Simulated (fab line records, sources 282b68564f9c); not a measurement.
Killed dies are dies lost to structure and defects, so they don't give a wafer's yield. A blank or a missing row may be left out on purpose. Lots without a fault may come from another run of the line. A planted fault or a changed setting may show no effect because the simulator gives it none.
fab line records | flow rit_cmos
record lots=14 wafers=42 last_day=7
route steps=202 shown CONTACT@180 M1@202
lots that met no fault: from a run of the same line without faults
start_h: hours from the record's first day to the start of the lot's first wafer shown | wait_h: hours since the lot's step before | " the same as in the row above | L1.1+2: a row that stands for several wafers | - no value, or no start given | * or withheld: withheld | < > ~ a bound
route shown NAME@n: a module of which the file shows steps, and the number in the route of the first | usual: mean/standard deviation of fault-free wafers | same: alike in all rows | chamber/n: place in a boat | sites: the reading at each site | _std_site: their standard deviation | _edge_site: outer sites' mean less inner sites' | radius_mm: how far each site lies from the wafer's centre | mask NAME#n: copy n | behind: the tool/chamber that last shaped the wafer | hold: why the lot was held/for how many hours/how that ended | device: the transistor (n, p or np) that didn't switch | end of line: the same wafers' tests at the end of the route | a step without rows: its recipe alone | killed: dies lost to structure and defects at the first sort, not the wafer's yield | map: a wafer's dies, x killed, . not, _ none there
set.NAME: the setting as run; set.NAME@STEP: as run at that earlier step | model.NAME: the simulator's own value behind a step, which no gauge read
steps of the route over a sample of lots; a table a step, a row a wafer
services: from which hour (start_h, from the record's first day; less than 0 if before it) a tool's chamber was out of use, for how many hours, and why
## steps
# step RIT_CONTACT_STRIP_12
# recipe chemistry=O2 time_s=172.5 resist=NOVOLAK platen_temp_c=withheld power_w=500 pressure_mtorr=4000 o2_flow_sccm=4000
# usual chamber_pressure_mTorr=4000/3.7 drypump_motor_current_A=5.6/0.36
# columns lot.wafer tool chamber start_h wait_h chamber_pressure_mTorr drypump_motor_current_A rf_hours_counter_h
L783.3 plasma_asher-01 0 70.18 0.2 3999 5.9 -
L783.4 " 1 " " 4006 5.7 -
L783.5 " 1 " " 3997 5.7 -
L786.1 plasma_asher-03 1 82.92 0.1 4001 5.1 30
L786.4 " 1 " " 4002 5.1 -
L786.5 " 0 " " 4002 5.2 -
L787.1 plasma_asher-01 0 83.10 0.1 4004 5.9 38
L787.3 " 1 " " 3997 5.7 -
L787.5 " 0 " " 4001 5.9 -
L788.3 plasma_asher-03 1 86.96 0.2 3998 5.1 -
L788.4 " 0 " " 4001 5.2 -
L788.5 " 0 " " 4001 5.2 -
L789.1 plasma_asher-03 1 98.01 0.1 - - -
L789.2 " 0 " " - - -
L789.5 " 0 " " - - -
L791.2 plasma_asher-03 0 100.20 0.1 - - -
L791.3 " 0 " " - - -
L791.4 " 1 " " - - -
L790.1 plasma_asher-03 1 104.49 0.1 4005 5.1 32
L790.3 " 1 " " 4000 5.1 -
L790.6 " 0 " " 3998 5.2 -
L792.1 plasma_asher-01 1 110.59 0.1 3997 5.7 41
L792.2 " 0 " " 3997 5.9 41
L792.5 " 1 " " 3998 5.7 -
L798.1 plasma_asher-01 1 141.74 0.1 4002 5.7 44
L798.4 " 0 " " 4002 5.9 -
L798.6 " 1 " " 3998 5.7 -
L799.2 plasma_asher-04 1 144.27 0.1 4006 6.0 3
L799.3 " 1 " " 3994 6.0 -
L799.5 " 1 " " 4000 6.0 -
L800.2 plasma_asher-04 0 151.43 0.1 4002 6.0 4
L800.3 " 1 " " 4001 5.9 -
L800.6 " 1 " " 4001 5.9 -
L801.4 plasma_asher-01 1 152.51 0.2 4005 5.7 -
L801.5 " 1 " " 4001 5.7 -
L801.6 " 0 " " 4003 5.9 -
L803.2 plasma_asher-01 1 163.10 0.1 3998 5.7 47
L803.5 " 0 " " 4005 6.0 -
L803.6 " 1 " " 3996 5.7 -
L804.4 plasma_asher-03 1 167.93 0.2 4002 5.1 -
L804.5 " 1 " " 4000 5.1 -
L804.6 " 0 " " 4005 5.2 -
# step RIT_M1_PROBE_99
# usual killed_at_M0_to_M3=0/0 killed_at_contacts=0.1/0.23 killed_at_front_end=6.6/2.8 killed_dies=6.6/2.8 killed_on_rim=1.8/1.4 killed_open=3.3/2 killed_short=3.2/1.7
# same gross_dies=264 killed_at_M4_up=0 killed_at_back_side=0 killed_at_other=0
# columns lot.wafer tool chamber start_h wait_h killed_at_M0_to_M3 killed_at_contacts killed_at_front_end killed_dies killed_on_rim killed_open killed_short
L783.3 prober-01 - 75.01 0.2 0 0 4 4 2 1 3
L783.4 prober-01 - 75.06 0.2 0 0 3 3 0 2 1
L783.5 prober-01 - 75.11 0.2 0 0 7 7 3 3 4
L786.1 prober-02 - 87.74 0.1 0 0 5 5 1 0 5
L786.4 prober-02 - 87.89 0.2 0 0 10 10 3 7 3
L786.5 prober-02 - 87.94 0.2 0 0 11 11 4 7 4
L787.1 prober-01 - 89.24 0.1 0 0 3 3 3 1 2
L787.3 prober-01 - 89.34 0.2 0 0 6 6 2 4 2
L787.5 prober-01 - 89.44 0.2 0 0 8 8 2 2 6
L788.3 prober-02 - 91.85 0.2 0 0 4 4 0 0 3
L788.4 prober-02 - 91.90 0.2 0 0 7 7 1 4 3
L788.5 prober-02 - 91.95 0.2 0 0 13 13 3 6 6
L789.1 prober-01 - 102.93 0.1 258 0 6 264 70 3 3
L789.2 prober-01 - 102.98 0.1 259 0 5 264 70 3 2
L789.5 prober-01 - 103.13 0.2 255 0 9 264 70 5 4
L791.2 prober-02 - 105.06 0.1 258 0 6 264 70 3 3
L791.3 prober-02 - 105.11 0.2 254 0 10 264 70 4 6
L791.4 prober-02 - 105.16 0.2 257 0 7 264 70 3 4
L790.1 prober-01 - 109.18 0.1 0 0 1 1 0 1 0
L790.3 prober-01 - 109.28 0.2 0 0 7 7 2 2 4
L790.6 prober-01 - 109.43 0.2 0 0 5 5 1 1 4
L792.1 prober-02 - 115.37 0.1 0 0 8 8 2 4 4
L792.2 prober-02 - 115.42 0.1 0 0 9 9 0 5 4
L792.5 prober-02 - 115.57 0.2 0 1 10 11 2 4 7
L798.1 prober-02 - 146.70 0.1 0 0 9 9 3 3 5
L798.4 prober-02 - 146.85 0.2 0 0 10 10 5 5 5
L798.6 prober-02 - 146.95 0.2 0 0 15 15 4 11 3
L799.2 prober-01 - 149.22 0.1 0 0 1 1 1 0 1
L799.3 prober-01 - 149.27 0.2 0 0 5 5 2 3 2
L799.5 prober-01 - 149.37 0.2 0 1 4 5 3 3 2
L800.2 prober-02 - 156.16 0.1 0 0 6 6 4 3 3
L800.3 prober-02 - 156.21 0.2 0 0 6 6 1 2 4
L800.6 prober-02 - 156.36 0.2 0 0 11 11 1 3 7
L801.4 prober-01 - 157.76 0.2 0 0 7 7 1 4 2
L801.5 prober-01 - 157.81 0.2 0 0 6 6 3 2 4
L801.6 prober-01 - 157.86 0.2 0 0 6 6 1 5 1
L803.2 prober-01 - 168.17 0.1 0 0 5 5 3 3 2
L803.5 prober-01 - 168.32 0.2 0 0 7 7 2 4 3
L803.6 prober-01 - 168.37 0.2 0 0 10 10 3 4 6
L804.4 prober-02 - 173.09 0.2 0 0 9 9 3 5 4
L804.5 prober-02 - 173.14 0.2 0 0 7 7 1 4 3
L804.6 prober-02 - 173.19 0.2 0 0 6 6 1 3 3
# killed by level:class
L783.3 FOX1:geometric_particle:open=1 FOX1:geometric_particle:short=1 FOX2:geometric_particle:short=1 GATE:geometric_particle:short=1
L783.4 ACTIVE:geometric_particle:open=1 GATE:geometric_particle:short=1 SPACER:geometric_particle:open=1
L783.5 SPACER:geometric_particle:short=3 GATE:geometric_particle:open=2 FOX2:geometric_particle:open=1 SILICIDE:geometric_particle:short=1
L786.1 GATE:geometric_particle:short=2 FOX1:geometric_particle:short=1 FOX2:geometric_particle:short=1 SILICIDE:geometric_particle:short=1
L786.4 FOX1:geometric_particle:open=4 FOX2:geometric_particle:short=2 SPACER:geometric_particle:open=2 GATE:geometric_particle:open=1 SPACER:geometric_particle:short=1
L786.5 FOX1:geometric_particle:open=2 FOX2:geometric_particle:open=2 SILICIDE:geometric_particle:open=2 FOX1:geometric_particle:short=1 FOX2:geometric_particle:short=1 GATE:geometric_particle:short=1 REOX:geometric_particle:open=1 SPACER:geometric_particle:short=1
L787.1 GATE:geometric_particle:short=2 FOX1:geometric_particle:open=1
L787.3 GATE:geometric_particle:open=2 SILICIDE:geometric_particle:open=2 FOX1:geometric_particle:short=1 GATE:geometric_particle:short=1
L787.5 GATE:geometric_particle:short=3 SILICIDE:geometric_particle:short=2 GATE:geometric_particle:open=1 REOX:geometric_particle:open=1 REOX:geometric_particle:short=1
L788.3 FOX1:geometric_particle:short=2 REOX:geometric_particle:short=1 ACTIVE:coat_microbubble_printed=1
L788.4 FOX1:geometric_particle:short=2 FOX2:geometric_particle:open=2 FOX1:geometric_particle:open=1 SPACER:geometric_particle:short=1 SILICIDE:geometric_particle:open=1
L788.5 FOX1:geometric_particle:open=5 GATE:geometric_particle:short=3 FOX1:geometric_particle:short=1 GATE:geometric_particle:open=1 SPACER:geometric_particle:short=1 SILICIDE:geometric_particle:short=1 ACTIVE:coat_microbubble_printed=1
L789.1 M1:area_sputter=258 GATE:geometric_particle:open=2 FOX1:geometric_particle:short=1 FOX2:geometric_particle:short=1 GATE:geometric_particle:short=1 SILICIDE:geometric_particle:open=1
L789.2 M1:area_sputter=259 GATE:geometric_particle:open=3 GATE:geometric_particle:short=2
L789.5 M1:area_sputter=255 GATE:geometric_particle:open=3 GATE:geometric_particle:short=2 FOX1:geometric_particle:short=1 FOX1:geometric_particle:open=1 SILICIDE:geometric_particle:open=1 SILICIDE:geometric_particle:short=1
L791.2 M1:area_sputter=258 GATE:geometric_particle:short=3 GATE:geometric_particle:open=2 SPACER:geometric_particle:open=1
L791.3 M1:area_sputter=254 GATE:geometric_particle:short=3 REOX:geometric_particle:open=2 SPACER:geometric_particle:open=2 REOX:geometric_particle:short=1 SPACER:geometric_particle:short=1 SILICIDE:geometric_particle:short=1
L791.4 M1:area_sputter=257 GATE:geometric_particle:short=2 REOX:geometric_particle:open=2 FOX1:geometric_particle:short=1 GATE:geometric_particle:open=1 REOX:geometric_particle:short=1
L790.1 FOX2:geometric_particle:open=1
L790.3 FOX1:geometric_particle:short=2 FOX1:geometric_particle:open=1 REOX:geometric_particle:short=1 SPACER:geometric_particle:open=1 SILICIDE:geometric_particle:short=1 PSD:coat_microbubble_printed=1
L790.6 GATE:geometric_particle:short=2 SILICIDE:geometric_particle:short=2 REOX:geometric_particle:open=1
L792.1 GATE:geometric_particle:short=3 FOX1:geometric_particle:open=1 FOX1:geometric_particle:short=1 GATE:geometric_particle:open=1 REOX:geometric_particle:open=1 SILICIDE:geometric_particle:open=1
L792.2 GATE:geometric_particle:short=2 REOX:geometric_particle:open=2 FOX2:geometric_particle:open=1 FOX2:geometric_particle:short=1 REOX:geometric_particle:short=1 SPACER:geometric_particle:open=1 SILICIDE:geometric_particle:open=1
L792.5 GATE:geometric_particle:short=3 FOX1:geometric_particle:short=2 SILICIDE:geometric_particle:open=2 ACTIVE:geometric_particle:short=1 REOX:geometric_particle:short=1 SPACER:geometric_particle:open=1 CONTACT:geometric_particle:open=1
L798.1 GATE:geometric_particle:open=2 REOX:geometric_particle:short=2 FOX1:geometric_particle:short=1 GATE:geometric_particle:short=1 REOX:geometric_particle:open=1 SPACER:geometric_particle:short=1 NLDD:coat_microbubble_printed=1
L798.4 GATE:geometric_particle:short=3 FOX1:geometric_particle:open=2 GATE:geometric_particle:open=2 REOX:geometric_particle:short=2 REOX:geometric_particle:open=1
L798.6 GATE:geometric_particle:open=8 FOX1:geometric_particle:open=2 GATE:geometric_particle:short=2 SILICIDE:geometric_particle:short=1 SILICIDE:geometric_particle:open=1 NWELL:coat_microbubble_printed=1
L799.2 REOX:geometric_particle:short=1
L799.3 FOX1:geometric_particle:short=1 REOX:geometric_particle:open=1 REOX:geometric_particle:short=1 SPACER:geometric_particle:open=1 SILICIDE:geometric_particle:open=1
L799.5 FOX1:geometric_particle:open=1 GATE:geometric_particle:short=1 REOX:geometric_particle:short=1 SPACER:geometric_particle:open=1 CONTACT:geometric_particle:open=1
L800.2 GATE:geometric_particle:open=2 FOX1:geometric_particle:open=1 FOX1:geometric_particle:short=1 GATE:geometric_particle:short=1 SPACER:geometric_particle:short=1
L800.3 SILICIDE:geometric_particle:short=2 FOX1:geometric_particle:short=1 GATE:geometric_particle:open=1 SPACER:geometric_particle:open=1 SPACER:geometric_particle:short=1
L800.6 FOX1:geometric_particle:open=3 FOX1:geometric_particle:short=2 GATE:geometric_particle:short=2 REOX:geometric_particle:short=1 SPACER:geometric_particle:short=1 SILICIDE:geometric_particle:short=1 ACTIVE:coat_microbubble_printed=1
L801.4 FOX1:geometric_particle:open=3 FOX2:geometric_particle:short=1 GATE:geometric_particle:short=1 REOX:geometric_particle:open=1 PRETRO:coat_microbubble_printed=1
L801.5 FOX1:geometric_particle:short=1 GATE:geometric_particle:open=1 GATE:geometric_particle:short=1 REOX:geometric_particle:short=1 SPACER:geometric_particle:short=1 SILICIDE:geometric_particle:open=1
L801.6 FOX1:geometric_particle:open=3 SILICIDE:geometric_particle:open=2 GATE:geometric_particle:short=1
L803.2 GATE:geometric_particle:open=2 FOX1:geometric_particle:short=1 SPACER:geometric_particle:open=1 SPACER:geometric_particle:short=1
L803.5 GATE:geometric_particle:open=3 GATE:geometric_particle:short=2 FOX1:geometric_particle:short=1 SPACER:geometric_particle:open=1
L803.6 SPACER:geometric_particle:open=3 GATE:geometric_particle:short=2 FOX1:geometric_particle:short=1 GATE:geometric_particle:open=1 REOX:geometric_particle:short=1 SPACER:geometric_particle:short=1 SILICIDE:geometric_particle:short=1
L804.4 GATE:geometric_particle:open=3 GATE:geometric_particle:short=3 FOX2:geometric_particle:open=1 REOX:geometric_particle:open=1 REOX:geometric_particle:short=1
L804.5 GATE:geometric_particle:short=2 REOX:geometric_particle:open=2 GATE:geometric_particle:open=1 REOX:geometric_particle:short=1 SILICIDE:geometric_particle:open=1
L804.6 GATE:geometric_particle:open=2 GATE:geometric_particle:short=1 REOX:geometric_particle:open=1 REOX:geometric_particle:short=1 SPACER:geometric_particle:short=1
## services
# columns tool chamber start_h hours kind
plasma_asher-03 - 52.89 14.6 pm
plasma_asher-04 - 108.75 9.0 pm
plasma_asher-04 0 108.75 9.0 vent_cycle
plasma_asher-04 1 108.75 9.0 vent_cycle
plasma_asher-04 0 117.75 - clean
plasma_asher-04 1 117.75 - clean
plasma_asher-01 - 134.42 1.8 repair
## key
first_sign step=RIT_CONTACT_STRIP_12 reading=tool_record direction=missing
effect step=RIT_M1_PROBE_99 reading=killed_at_M0_to_M3 direction=up sigmas=99+ usual=0 struck=256.8
more_kills_born_at RIT_M1_SPUTTER_00@pvd_sputter-04=772 RIT_M1_SPUTTER_00@pvd_sputter-03=769
met_at RIT_CONTACT_STRIP_12
struck_lots L789,L791
later_rows_left_out L789.1,L789.2,L789.5,L791.2,L791.3,L791.4
tester_left_out L789,L791
onset_between 86.96 98.01
fault kind=skipped_step_whole tool=plasma_asher-03 chamber=- onset_h=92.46 steps=RIT_CONTACT_STRIP_12 scope=struck_lots_only
# tester_left_out: of these lots the tester's yield and bins aren't shown, on N5 and GAA mostly nor the transistor test; their killed dies are dies lost to structure and defects alone, not to doping, threshold or leakage, so they don't give the yield
# later_rows_left_out: the simulator's readings of these wafers behind a module that went badly wrong aren't trusted and aren't shown, but for the sort
